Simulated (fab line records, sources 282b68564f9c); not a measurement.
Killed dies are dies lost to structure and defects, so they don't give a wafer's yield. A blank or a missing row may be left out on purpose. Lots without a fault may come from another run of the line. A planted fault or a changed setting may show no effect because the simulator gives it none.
A struck lot beside a sound one | flow rit_cmos | 19 steps out of a route of 202
Sound: wafers L563.2, L563.5, L563.6. Struck: wafers L565.2, L565.4, L565.5. The cause comes at the end.
At each step with rows: each side's tool, then ch and its chambers, then its first start. Under that, the readings that differ: sound wafers | struck wafers | difference of the means | sigmas: that difference in standard deviations of wafers without a fault.
alike: readings whose means differ by less than 2 such deviations, and words and numbers that are the same on both sides. not compared: withheld readings, readings that some wafer has no value for, bounds like >300 that may hide the same value, and numbers for which the record gives no deviation and whose values overlap.
The two part at a step that has a row with sigmas, a row that says differs or no value, or rows on one side only. Numbers that don't overlap but have no deviation are shown without sigmas and don't part them. A reading that every wafer of one side lacks parts them only if that side has two wafers or more.

RIT_ACTIVE_BOW_MEAS_00:
  sound on film_metro-02, day 3 12:01; struck on film_metro-04, day 3 22:01
  alike: INCOMING_BOW
then, 1 step without rows for these wafers: RIT_ACTIVE_OXIDATION_01 (target thk 46.8 nm, ox time 3360 s).
RIT_ACTIVE_THK_MEAS_02:
  sound on film_metro-03, day 3 14:04; struck on film_metro-04, day 4 00:04
  alike: ACTIVE_OXIDE_THK
RIT_ACTIVE_CVD_03: deposits Si3N4 from SiH2Cl2/NH3, target thk 150 nm, time 1500 s.
  sound on lpcvd-02 ch 1, day 3 14:49; struck on lpcvd-02 ch 0, day 4 00:07
  reading                                  | sound             | struck          | difference | sigmas
  zone_power_centre_pct (%)                | 44.8 44.1 44.2    | 36.2 35.9 36.7  | -8.1       | -3
  model.Si3N4_of_ACTIVE_CVD_03.thk_nm (nm) | 151.2 148.7 150.6 | 231.9 232.1 232 | +81.8      |
RIT_ACTIVE_THK_MEAS_04:
  sound on film_metro-04, day 3 16:15; struck on film_metro-04, day 4 01:32
  reading                 | sound             | struck            | difference | sigmas
  ACTIVE_NITRIDE_THK (nm) | 151.2 148.6 150.5 | 232.2 232.3 231.9 | +82.0      | +68
then, 6 steps without rows for these wafers: RIT_ACTIVE_HMDS_05 (prime time 60 s); RIT_ACTIVE_COAT_06 (resist thk 1000 nm); RIT_ACTIVE_SOFTBAKE_07 (time 60 s); RIT_ACTIVE_EXPOSE_08 (exposes mask M1, target cd 1400 nm); RIT_ACTIVE_PEB_09; RIT_ACTIVE_DEVELOP_10 (develop time 50 s).
RIT_ACTIVE_CD_MEAS_11: target cd 1400 nm.
  sound on cd_sem-02, day 3 17:10; struck on cd_sem-02, day 4 02:35
  alike: cd_nm
then, 1 step without rows for these wafers: RIT_ACTIVE_HARDBAKE_12 (time 60 s).
RIT_ACTIVE_ETCH_13: etches Si3N4 in SF6, stops on SiO2, time 210 s, target depth 210 nm.
  sound on rie_diel-02 ch 0,1, day 3 17:25; struck on rie_diel-03 ch 0,3, day 4 02:50
  reading                            | sound             | struck            | difference | sigmas
  oes_product_au (a.u.)              | 0.823 0.812 0.846 | 0.976 0.969 1.006 | +0.157     | +14
  model.etch.depth_nm (nm)           | 151.2 148.7 150.6 | 203.5 204.2 218.5 | +58.6      |
  model.ACTIVE.feature_depth_nm (nm) | 152.1 149.6 150.6 | 203.5 204.2 218.5 | +58.0      |
  alike: drypump_motor_current_A, throttle_valve_pct
  not compared: rf_hours_counter_h
RIT_ACTIVE_STRIP_14: strips in O2, time 180 s.
  sound on plasma_asher-01 ch 0,1, day 3 17:33; struck on plasma_asher-01 ch 0,1, day 4 02:58
  alike: drypump_motor_current_A
  not compared: rf_hours_counter_h
RIT_ACTIVE_CD_MEAS_90: target cd 1400 nm.
  sound on cd_sem-02, day 3 17:50; struck on cd_sem-02, day 4 03:10
  alike: cd_nm
then, 1 step without rows for these wafers: RIT_ACTIVE_CLEAN_15 (cleans in SC1, time 600 s).
RIT_ACTIVE_CLEAN_16: cleans in dHF, time 30 s.
  sound on wet_bench-03 ch 3, day 3 18:07; struck on wet_bench-03 ch 3, day 4 03:26
  reading                                  | sound             | struck            | difference | sigmas
  model.Si3N4_of_ACTIVE_CVD_03.thk_nm (nm) | 150.4 147.9 149.8 | 231.1 231.3 231.2 | +81.8      |
then, 1 step without rows for these wafers: RIT_ACTIVE_CLEAN_17 (cleans in SC2, time 600 s).

WHERE THEY PART
First at RIT_ACTIVE_CVD_03; last, within this record, at RIT_ACTIVE_ETCH_13. Later steps at which nothing parts them and some readings are alike: RIT_ACTIVE_STRIP_14, RIT_ACTIVE_CD_MEAS_90.

WHY: what the simulator had put in
Process parameter drift: lpcvd-02, from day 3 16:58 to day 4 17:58, at RIT_ACTIVE_CVD_03. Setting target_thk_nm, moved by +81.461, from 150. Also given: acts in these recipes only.
